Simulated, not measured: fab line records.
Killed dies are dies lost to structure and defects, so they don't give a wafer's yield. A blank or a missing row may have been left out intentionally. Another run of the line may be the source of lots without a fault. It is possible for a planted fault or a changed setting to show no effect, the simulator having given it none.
A struck lot beside a sound one || flow ritCmos || 30 steps out of a route of 202
Sound: the wafers L920.1, L920.3, L920.6. Wafers struck: L931.3, L931.5, L931.6. The cause comes at the end.
Each step with rows lists, per side, the tool, then ch with its chambers, then its first start. Under that, the readings that differ: sound wafers || struck wafers || difference of the means || sigmas: that difference in standard deviations of wafers without a fault.
alike: words and numbers the same on both sides, and readings whose means are apart by under 2 such deviations; not compared: readings that were withheld, readings missing a value for some wafer, numbers with overlapping values and no deviation given by the record, and bounds like >300 which may hide the same value.
The two part at a step that has a row with sigmas, a row that says differs or no value, or rows on one side only. Numbers that don't overlap but have no deviation are shown without sigmas and don't part them. A reading that every wafer of one side lacks parts them only if that side has two wafers or more.

RIT_FOX2_THK_MEAS_01:
  struck on filmMetro-04, day 6 09:38; sound on filmMetro-02, day 4 01:50
  alike: FOX2_OXIDE_THK
then, 2 steps without rows for these wafers: RIT_FOX2_CLEAN_02 (cleans in dHF, time 180 s); RIT_FOX2_WET_ETCH_03 (etches Si3N4 in H3PO4, target depth 195 nm, time 2700 s).
RIT_FOX2_THK_MEAS_90:
  struck on filmMetro-02, day 6 10:31; sound on filmMetro-03, day 4 02:43
  alike: FIELD_OXIDE_LEFT_1_THK
then, 6 steps without rows for these wafers: RIT_NWELL_HMDS_00 (prime time 60 s); RIT_NWELL_COAT_01 (resist thk 1300 nm); RIT_NWELL_SOFTBAKE_02 (time 60 s); RIT_NWELL_EXPOSE_03 (exposes mask M2, target cd 43900 nm); RIT_NWELL_PEB_04; RIT_NWELL_DEVELOP_05 (develop time 68 s).
RIT_NWELL_OVL_MEAS_06:
  struck on overlay-01, day 6 11:35; sound on overlay-01, day 4 03:47
  alike: NWELL_OVL
then, 1 step without rows for these wafers: RIT_NWELL_HARDBAKE_07 (time 120 s).
RIT_NWELL_IMPLANT_08:
  sound on implanter-01 ch 0, day 4 04:04; struck on implanter-04 ch 0, day 6 11:54
{"reading": "doseIonsCm2", "sound": "4.999e+13 4.991e+13 5.002e+13", "struck": "3.726e+13 3.728e+13 3.719e+13", "difference": -1.273e+13, "sigmas": "-99 or more"}
{"reading": "faradayCurrentUA", "sound": "153 160 155", "struck": "118 121 119", "difference": -37, "sigmas": -11}
RIT_NWELL_STRIP_09: strips in O2, time 180 s.
  sound on plasmaAsher-01 ch 0,1, day 4 04:13; struck on plasmaAsher-01 ch 0,1, day 6 12:04
  alike: drypumpMotorCurrentA, o2FlowSccm, rfReflPowerW
  not compared: rfHoursCounterH
RIT_NWELL_TW_MEAS_10:
  struck on filmMetro-04, day 6 12:12; sound on filmMetro-01, day 4 04:23
{"reading": "NWELL_TW", "sound": "2188 2174 2188", "struck": "1949 1951 1950", "difference": -233, "sigmas": -11}
then, 6 steps without rows for these wafers: RIT_PWELL_HMDS_00 (prime time 60 s); RIT_PWELL_COAT_01 (resist thk 1300 nm); RIT_PWELL_SOFTBAKE_02 (time 60 s); RIT_PWELL_EXPOSE_03 (exposes mask M3, target cd 43700 nm); RIT_PWELL_PEB_04; RIT_PWELL_DEVELOP_05 (develop time 68 s).
RIT_PWELL_OVL_MEAS_06:
  struck on overlay-01, day 6 13:19; sound on overlay-01, day 4 05:27
  alike: PWELL_OVL
then, 2 steps without rows for these wafers: RIT_PWELL_HARDBAKE_07 (time 120 s); RIT_PWELL_IMPLANT_08.
RIT_PWELL_STRIP_09: strips in O2, time 180 s.
  sound on plasmaAsher-04 ch 0,1, day 4 05:53; struck on plasmaAsher-02 ch 0,1, day 6 13:47
  alike: drypumpMotorCurrentA, o2FlowSccm, rfReflPowerW
  not compared: rfHoursCounterH
RIT_PWELL_TW_MEAS_10:
  struck on filmMetro-01, day 6 13:56; sound on filmMetro-02, day 4 06:04
  alike: PWELL_TW
then, 1 step without rows for these wafers: RIT_WELLDRIVE_ANNEAL_00 (time 14700 s).
RIT_WELLDRIVE_RS_MEAS_01: uses a four-point probe to measure.
  struck on filmMetro-01, day 6 19:10; sound on filmMetro-02, day 4 12:00
{"reading": "NWELL_RS (ohm/sq)", "sound": "275.0 274.1 275.3", "struck": "332.2 333.4 333.3", "difference": "+58.2", "sigmas": "+80"}
RIT_WELLDRIVE_RS_MEAS_02: uses a four-point probe to measure.
  struck on filmMetro-01, day 6 19:17; sound on filmMetro-02, day 4 12:07
{"reading": "PWELL_RS (ohm/sq)", "sound": "430.9 432.0 430.2", "struck": "427.3 427.9 427.6", "difference": -3.4, "sigmas": -3}
RIT_M1_PROBE_99:
  struck on prober-02, day 8 05:23; sound on prober-02, day 5 18:08
{"reading": "model.etest.pmos_0p3.rOnOhmUm", "sound": "6190 6448 6334", "struck": "5896 5991 5917", "difference": -389, "sigmas": ""}
{"reading": "model.etest.nwellPinched.rsOhmSq", "sound": "333.7 336.7 337.7", "struck": "410 412.7 418.1", "difference": "+78", "sigmas": ""}
{"reading": "model.etest.wellEdgeLeft.lineOhmUm", "sound": "182.9 181.1 182.7", "struck": "230.4 229.3 228.9", "difference": "+47.3", "sigmas": ""}
{"reading": "model.etest.wellEdgeRight.lineOhmUm", "sound": "182.7 181.2 182.3", "struck": "230.4 227.3 225.3", "difference": "+45.6", "sigmas": ""}
{"reading": "model.etest.pmos_0p3.driveUaUm", "sound": "102.5 98.34 100.4", "struck": "111.9 109.2 111.2", "difference": "+10.4", "sigmas": ""}
{"reading": "model.etest.fieldPMetal.vtV (V)", "sound": "-29.95 -29.88 -31.04", "struck": "-25.44 -25.81 -25.55", "difference": "+4.69", "sigmas": ""}
{"reading": "model.etest.fieldP.vtV (V)", "sound": "-12.88 -12.96 -12.97", "struck": "-10.98 -11.01 -10.9", "difference": "+1.97", "sigmas": ""}
{"reading": "model.etest.isoNwellNwell.bvV (V)", "sound": "22.04 21.83 22.11", "struck": "23.42 23.6 23.46", "difference": "+1.50", "sigmas": ""}
  alike: killedAtContacts, killedAtFrontEnd, killedDies, killedOpen, killedShort

WHERE THEY PART
Last at RIT_WELLDRIVE_RS_MEAS_02 as far as this record goes, first at RIT_NWELL_IMPLANT_08. Later steps at which nothing parts them and some readings are alike: RIT_M1_PROBE_99.

WHY: what had been put in by the simulator
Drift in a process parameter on implanter-04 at RIT_NWELL_IMPLANT_08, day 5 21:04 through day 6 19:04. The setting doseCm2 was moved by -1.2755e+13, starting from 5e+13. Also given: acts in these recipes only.
